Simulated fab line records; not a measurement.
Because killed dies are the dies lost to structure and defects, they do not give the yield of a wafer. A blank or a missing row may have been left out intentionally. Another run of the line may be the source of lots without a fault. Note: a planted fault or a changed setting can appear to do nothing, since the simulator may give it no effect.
Which tool is to blame? -- flow berkeley cmos170 -- Sampling: 11 lots, 33 wafers, 7 of 331 route steps

== WHAT THE GAUGES SHOWED, per wafer ==
UCB170_FIELD_THK_MEAS_02. Usual: FIELD_OXIDE_THK typically reads 556 nm, with standard deviation 11.
lot,measured,on,FIELD_OXIDE_THK (nm),flag
L840,day 4 20:51,film metro-02,538 538 534,
L841,day 5 05:32,film metro-02,549 558 562,
L842,day 5 05:31,film metro-04,560 571 563,
L843,day 5 21:28,film metro-03,556 564 562,
L844,day 5 21:23,film metro-02,538 542 539,
L845,day 5 21:20,film metro-02,560 547 544,
L846,day 5 21:22,film metro-03,550 549 558,
L849,day 6 12:47,film metro-04,553 549 553,
L850,day 7 01:25,film metro-03,662 661 673,OFF
L854,day 8 00:19,film metro-02,663 652 660,OFF
L855,day 8 00:17,film metro-03,663 667 669,OFF

UCB170_FIELD_THK_MEAS_90. Usual: FIELD_OXIDE_LEFT_1_THK typically reads 439 nm, with standard deviation 11.
lot,measured,on,FIELD_OXIDE_LEFT_1_THK (nm),flag
L840,day 5 04:37,film metro-04,421 421 418,
L841,day 5 14:28,film metro-04,433 441 445,
L842,day 5 14:27,film metro-03,444 455 446,
L843,day 6 06:45,film metro-02,437 446 443,
L844,day 6 06:43,film metro-04,420 424 421,
L845,day 6 06:47,film metro-03,443 430 426,
L846,day 6 06:43,film metro-03,433 432 440,
L849,day 7 01:40,film metro-03,437 433 438,
L850,day 7 10:02,film metro-02,545 544 556,OFF
L854,day 8 08:20,film metro-02,545 534 542,OFF
L855,day 8 08:19,film metro-03,545 550 552,OFF

UCB170_FIELD_THK_MEAS_91. Usual: FIELD_OXIDE_LEFT_2_THK typically reads 351 nm, with standard deviation 11.
lot,measured,on,FIELD_OXIDE_LEFT_2_THK (nm),flag
L840,day 6 01:46,film metro-03,332 333 329,
L841,day 6 07:52,film metro-03,345 353 357,
L842,day 6 07:46,film metro-04,355 366 358,
L843,day 7 06:29,film metro-03,349 358 355,
L844,day 7 07:45,film metro-02,331 336 332,
L845,day 7 07:45,film metro-03,354 342 338,
L846,day 7 06:05,film metro-02,344 343 351,
L849,day 8 00:20,film metro-04,351 347 352,
L850,day 8 06:26,film metro-04,458 457 468,OFF
L854,day 9 11:27,film metro-03,458 446 454,OFF
L855,day 9 11:22,film metro-02,457 462 464,OFF

UCB170_NSD_TW_MEAS_10. Usual: NSD_TW typically reads 4203, with standard deviation 35.
lot,measured,on,NSD_TW,flag
L840,day 7 12:29,film metro-01,4229 4229 4254,
L841,day 7 13:00,film metro-03,4155 4156 4154,
L842,day 7 13:10,film metro-04,4174 4146 4159,
L843,day 8 12:39,film metro-01,4262 4241 4241,
L844,day 8 13:21,film metro-04,4203 4206 4184,
L845,day 8 13:50,film metro-01,4230 4229 4245,
L846,day 8 13:23,film metro-01,4249 4227 4236,
L849,day 9 07:17,film metro-01,4205 4219 4224,
L850,day 9 12:40,film metro-01,4245 4231 4233,
L854,day 10 21:09,film metro-01,4252 4237 4241,
L855,day 10 21:43,film metro-04,4211 4202 4227,

UCB170_M1_OVL_MEAS_10. Usual: M1_OVL typically reads -1 nm, with standard deviation 5.9.
lot,measured,on,M1_OVL (nm),flag
L840,day 7 22:04,overlay-01,-9 -6 -9,
L841,day 8 00:16,overlay-02,-2 2 2,
L842,day 8 00:21,overlay-01,5 6 7,
L843,day 8 22:13,overlay-01,5 3 11,
L844,day 8 22:46,overlay-02,-1 -10 -7,
L845,day 8 23:58,overlay-01,-1 1 -1,
L846,day 8 23:05,overlay-01,2 1 3,
L849,day 9 17:50,overlay-01,1 6 -4,
L850,day 9 22:19,overlay-01,2 1 -1,
L854,day 11 08:41,overlay-02,-5 -1 -2,
L855,day 11 09:09,overlay-01,-1 -9 -3,

UCB170_V2_OVL_MEAS_13. Usual: V2_OVL typically reads 0 nm, with standard deviation 7.
lot,measured,on,V2_OVL (nm),flag
L840,day 8 09:27,overlay-01,5 0 3,
L841,day 8 11:13,overlay-01,1 -1 -9,
L842,day 8 11:29,overlay-01,-4 -10 -17,
L843,day 9 07:35,overlay-02,6 -9 4,
L844,day 9 10:44,overlay-02,-13 -8 0,
L845,day 9 11:28,overlay-01,3 16 11,
L846,day 9 11:05,overlay-01,-10 -8 1,
L849,day 10 04:01,overlay-02,-3 0 4,
L850,day 10 09:11,overlay-02,12 9 -5,
L854,day 11 18:01,overlay-01,8 4 9,
L855,day 12 03:17,overlay-01,1 -1 -1,

== EACH LOT AND THE TOOL THAT RAN IT (in order: tool; ch and the chambers of the sampled wafers; start) ==
lot,UCB170_FIELD_OXIDATION_01
L840,"furnace-04 ch 0, day 4 17:46"
L841,"furnace-02 ch 0, day 5 02:31"
L842,"furnace-02 ch 0, day 5 02:31"
L843,"furnace-04 ch 0, day 5 18:20"
L844,"furnace-04 ch 0, day 5 18:20"
L845,"furnace-04 ch 0, day 5 18:20"
L846,"furnace-04 ch 0, day 5 18:20"
L849,"furnace-04 ch 0, day 6 09:47"
L850,"furnace-04 ch 0, day 6 22:24"
L854,"furnace-04 ch 0, day 7 21:17"
L855,"furnace-04 ch 0, day 7 21:17"
- UCB170_FIELD_OXIDATION_01: target thk 558.3 nm, ox time 7200 s.

== AS READ BY THE TOOLS THEMSELVES (means over the sampled wafers that have a number; for cases with no such wafer, the mark the record gives instead) ==
UCB170_FIELD_OXIDATION_01. Usual: for spike tc centre C, 1003.3 C with a standard deviation of 1.4; for spike tc load C, 1029.8 C with a standard deviation of 2.9; for spike tc source C, 1025.8 C with a standard deviation of 1.4; for tube center temp C, 1000 C with a standard deviation of 0.091; for tube_center_temp_C_max, 1002.6 with a standard deviation of 0.44; for zone power load pct, 33.3 % with a standard deviation of 0.81; for zone power source pct, 34.3 % with a standard deviation of 0.42.
lot,tool,spike tc centre C (C),spike tc load C (C),spike tc source C (C),tube center temp C (C),tube_center_temp_C_max,zone power load pct (%),zone power source pct (%),flag
L840,furnace-04,1004.2,1032.7,1026.6,1000,1002.3,33.8,34.1,
L841,furnace-02,1000.0,1023.9,1023.8,1000,1002.6,31.7,34.0,
L842,furnace-02,1002.2,1024.9,1023.6,1000,1002.3,31.9,33.8,
L843,furnace-04,1003.9,1031.6,1026.2,1000,1002.2,33.9,34.2,
L844,furnace-04,1004.6,1030.9,1026.9,1000,1002.3,33.8,34.5,
L845,furnace-04,1004.6,1031.0,1026.6,1000,1001.9,33.6,34.4,
L846,furnace-04,1003.4,1031.8,1026.2,1000,1002.7,33.9,34.8,
L849,furnace-04,1004.1,1030.8,1026.6,1000,1002.7,33.9,34.9,
L850,furnace-04,1036.0,1063.6,1058.5,1032,1034.3,36.2,37.3,OFF
L854,furnace-04,1034.9,1063.4,1058.5,1032,1034.7,36.6,37.1,OFF
L855,furnace-04,1035.7,1063.2,1058.7,1032,1034.5,36.6,37.4,OFF

== THE ANSWER, worked out from the rows above alone ==
Rule: a lot is off if the mean of its wafers that have a number lies more than 3 standard deviations from the usual mean. A lot without any number at a reading at which 4 lots or more have one is off too. All remaining lots with rows at the step are treated as sound. After the gauges, taken in route order, come the tools' own readings; for these a lot's mean is taken, as printed above. At the first step where some lot is off, the reading lying furthest off is the one used; lots without a number count as furthest.
Off: L850, L854, L855, seen at UCB170_FIELD_THK_MEAS_02 (FIELD_OXIDE_THK).
A tool fits if, at a process step before that reading, it ran every lot that is off, and no sound lot after the first of them. The gauges at UCB170_FIELD_THK_MEAS_02 aren't tried: what is off there is off at UCB170_FIELD_OXIDATION_01 too, on other tools, and a gauge's error can't cause that. One fits: furnace-04 at UCB170_FIELD_OXIDATION_01. A fault onset in the window from L849 (day 6 09:47, its last sound lot) to L850 (day 6 22:24, its first lot off) fits.
The tool's own readings at UCB170_FIELD_OXIDATION_01 bear it out: on the lots that are off they differ by more than 5 times the standard deviation of the sound lots' means. spike tc centre C reads 1035.5 C there against 1003.4 C on the sound lots; spike tc load C reads 1063.4 C there against 1029.7 C on the sound lots; spike tc source C reads 1058.6 C there against 1025.8 C on the sound lots; tube center temp C reads 1032 C there against 1000 C on the sound lots; tube_center_temp_C_max reads 1034.5 there against 1002.4 on the sound lots; zone power source pct reads 37.3 % there against 34.3 % on the sound lots.

== WHAT WAS PUT IN BY THE SIMULATOR ==
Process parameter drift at UCB170_FIELD_OXIDATION_01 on furnace-04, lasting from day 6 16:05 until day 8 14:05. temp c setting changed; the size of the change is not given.
Lots struck among those shown: L850, L855, L854. The same result came from the rule above.
